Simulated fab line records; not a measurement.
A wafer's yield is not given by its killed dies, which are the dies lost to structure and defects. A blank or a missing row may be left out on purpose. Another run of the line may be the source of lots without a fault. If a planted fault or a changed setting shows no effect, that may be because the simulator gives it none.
Which tool was responsible? -- flow berkeley-cmos170 -- 13 lots with 39 wafers sampled at 5 steps, on a route of 331 steps

## WHAT THE GAUGES READ, wafer by wafer
UCB170_ACTIVE_THK_MEAS_03.
lot,measured,on,ACTIVE_OXIDE_THK (nm)
L890,day 4 18:22,film-metro-03,26.6 26.6 26.5
L891,day 4 18:22,film-metro-02,27.3 27.1 26.8
L892,day 5 05:55,film-metro-02,26.9 26.4 26.7
L899,day 6 04:29,film-metro-03,26.8 26.7 26.7
L896,day 6 04:32,film-metro-03,27.6 26.6 27.2
L901,day 7 04:47,film-metro-04,25.9 25.9 26.4
L906,day 8 03:40,film-metro-02,26.1 25.9 26.3
L905,day 8 03:42,film-metro-03,26.1 26.6 26.6
L907,day 8 12:59,film-metro-02,26.6 26.5 26.8
L908,day 8 12:59,film-metro-04,27.0 27.1 27.4
L909,day 8 19:34,film-metro-04,27.1 27.0 26.8
L910,day 8 19:34,film-metro-03,26.1 26.5 26.4
L911,day 9 10:37,film-metro-02,26.5 26.6 26.9

UCB170_ACTIVE_CD_MEAS_13: the cd target is 1200 nm.
lot,measured,on,cd-nm (nm)
L890,day 5 02:52,cd-sem-02,1202.6 1201.8 1201.1
L891,day 5 02:59,cd-sem-02,1201.0 1202.9 1200.9
L892,day 5 16:44,cd-sem-02,1200.6 1200.6 1200.9
L899,day 6 14:17,cd-sem-01,1202.0 1201.2 1199.5
L896,day 6 14:01,cd-sem-02,1200.8 1199.6 1200.6
L901,day 7 12:56,cd-sem-01,1199.3 1197.8 1197.2
L906,day 8 12:24,cd-sem-01,1200.3 1197.9 1199.5
L905,day 8 12:38,cd-sem-02,1199.0 1201.1 1199.9
L907,day 8 21:40,cd-sem-01,1199.2 1200.7 1198.3
L908,day 8 21:25,cd-sem-01,1200.1 1199.9 1198.8
L909,day 9 05:12,cd-sem-01,1199.0 1198.1 1198.9
L910,day 9 04:56,cd-sem-01,1200.8 1200.8 1199.9
L911,day 9 20:35,cd-sem-01,1199.6 1200.9 1201.4

UCB170_FIELD_THK_MEAS_02.
lot,measured,on,FIELD_OXIDE_THK (nm)
L890,day 5 13:11,film-metro-01,532 533 538
L891,day 5 13:11,film-metro-04,544 537 535
L892,day 6 01:38,film-metro-04,574 560 570
L899,day 7 00:32,film-metro-01,562 539 543
L896,day 7 00:32,film-metro-03,552 552 553
L901,day 8 01:08,film-metro-01,536 535 540
L906,day 8 20:19,film-metro-01,561 558 554
L905,day 8 20:19,film-metro-03,556 549 557
L907,day 9 09:06,film-metro-03,552 546 562
L908,day 9 09:07,film-metro-01,549 547 555
L909,day 9 16:28,film-metro-03,553 569 554
L910,day 9 16:32,film-metro-03,547 536 550
L911,day 10 06:35,film-metro-04,548 546 547

UCB170_GATE_CD_MEAS_12: the cd target is 350 nm.
lot,measured,on,cd-nm (nm)
L890,day 7 09:36,cd-sem-02,350.7 350.4 349.3
L891,day 7 09:22,cd-sem-02,348.9 349.4 348.7
L892,day 8 03:38,cd-sem-01,350.5 350.7 350.1
L899,day 8 17:42,cd-sem-02,279.5 278.7 280.0
L896,day 8 18:10,cd-sem-02,347.2 347.5 347.4
L901,day 10 01:15,cd-sem-01,350.3 350.7 349.4
L906,day 10 15:17,cd-sem-02,351.5 351.3 350.3
L905,day 10 15:10,cd-sem-01,348.6 351.1 350.4
L907,day 11 05:45,cd-sem-01,350.3 349.8 348.3
L908,day 11 06:01,cd-sem-02,350.0 349.4 349.4
L909,day 11 08:44,cd-sem-02,349.3 350.6 350.1
L910,day 11 08:56,cd-sem-02,349.5 348.7 349.7
L911,day 12 08:13,cd-sem-02,351.5 349.8 350.8

## WHAT TOOL EACH LOT RAN ON (gives the tool, then ch and the chambers of the sampled wafers, and finally the start)
lot,UCB170_GATE_EXPOSE_09
L890,"krf-scanner-02 ch 0, day 7 08:57"
L891,"krf-scanner-01 ch 0, day 7 08:36"
L892,"krf-scanner-01 ch 0, day 8 03:05"
L899,"krf-scanner-01 ch 0, day 8 17:06"
L896,"krf-scanner-02 ch 0, day 8 17:33"
L901,"krf-scanner-01 ch 0, day 10 00:27"
L906,"krf-scanner-01 ch 0, day 10 14:48"
L905,"krf-scanner-02 ch 0, day 10 14:33"
L907,"krf-scanner-02 ch 0, day 11 05:21"
L908,"krf-scanner-01 ch 0, day 11 05:37"
L909,"krf-scanner-01 ch 0, day 11 08:21"
L910,"krf-scanner-01 ch 0, day 11 08:28"
L911,"krf-scanner-02 ch 0, day 12 07:49"
- UCB170_GATE_EXPOSE_09: exposes mask POLY, target cd 350 nm.

## WHAT THE TOOLS THEMSELVES READ (means of the sampled wafers that have a number; where no wafer has one, the mark that the record gives instead)
UCB170_GATE_EXPOSE_09.
lot,tool,focus-offset-nm (nm)
L890,krf-scanner-02,-0.3
L891,krf-scanner-01,-0.2
L892,krf-scanner-01,0.1
L899,krf-scanner-01,-0.2
L896,krf-scanner-02,-0.3
L901,krf-scanner-01,0.8
L906,krf-scanner-01,0.2
L905,krf-scanner-02,-0.4
L907,krf-scanner-02,0.4
L908,krf-scanner-01,-0.2
L909,krf-scanner-01,0.6
L910,krf-scanner-01,-0.0
L911,krf-scanner-02,0.3

## THE ANSWER, worked out from the rows above alone
Rule: usual is defined by the lots themselves. The widest of any qualifying gaps counts: lots, ordered by their means at a reading, are off when they make up no more than a third of the lots, leave a main group of 4 or more, and stand apart from it by 3 or more times the standard deviation of that group's means. If all means in a main group match to the digits the tables above print for the reading, that group is not used. A lot without any number at a reading at which 4 lots or more have one is off too. The other lots that the step has rows for count as sound. Order of review: gauges by route order, followed by the tools' own readings, for which a lot's mean as printed above is used. At the first step where some lot is off, the reading lying furthest off is the one used; lots without a number count as furthest.
Off at UCB170_GATE_CD_MEAS_12 (cd-nm): L899. Main group: mean 349.8 nm, sd 0.91.
If a tool, at a process step before that reading, ran all the lots that are off and no sound lot after the first of them, it fits. Those tools and the gauges at UCB170_GATE_CD_MEAS_12 are tried in the same way. None of those tried fits.

## WHAT HAD BEEN PUT IN BY THE SIMULATOR
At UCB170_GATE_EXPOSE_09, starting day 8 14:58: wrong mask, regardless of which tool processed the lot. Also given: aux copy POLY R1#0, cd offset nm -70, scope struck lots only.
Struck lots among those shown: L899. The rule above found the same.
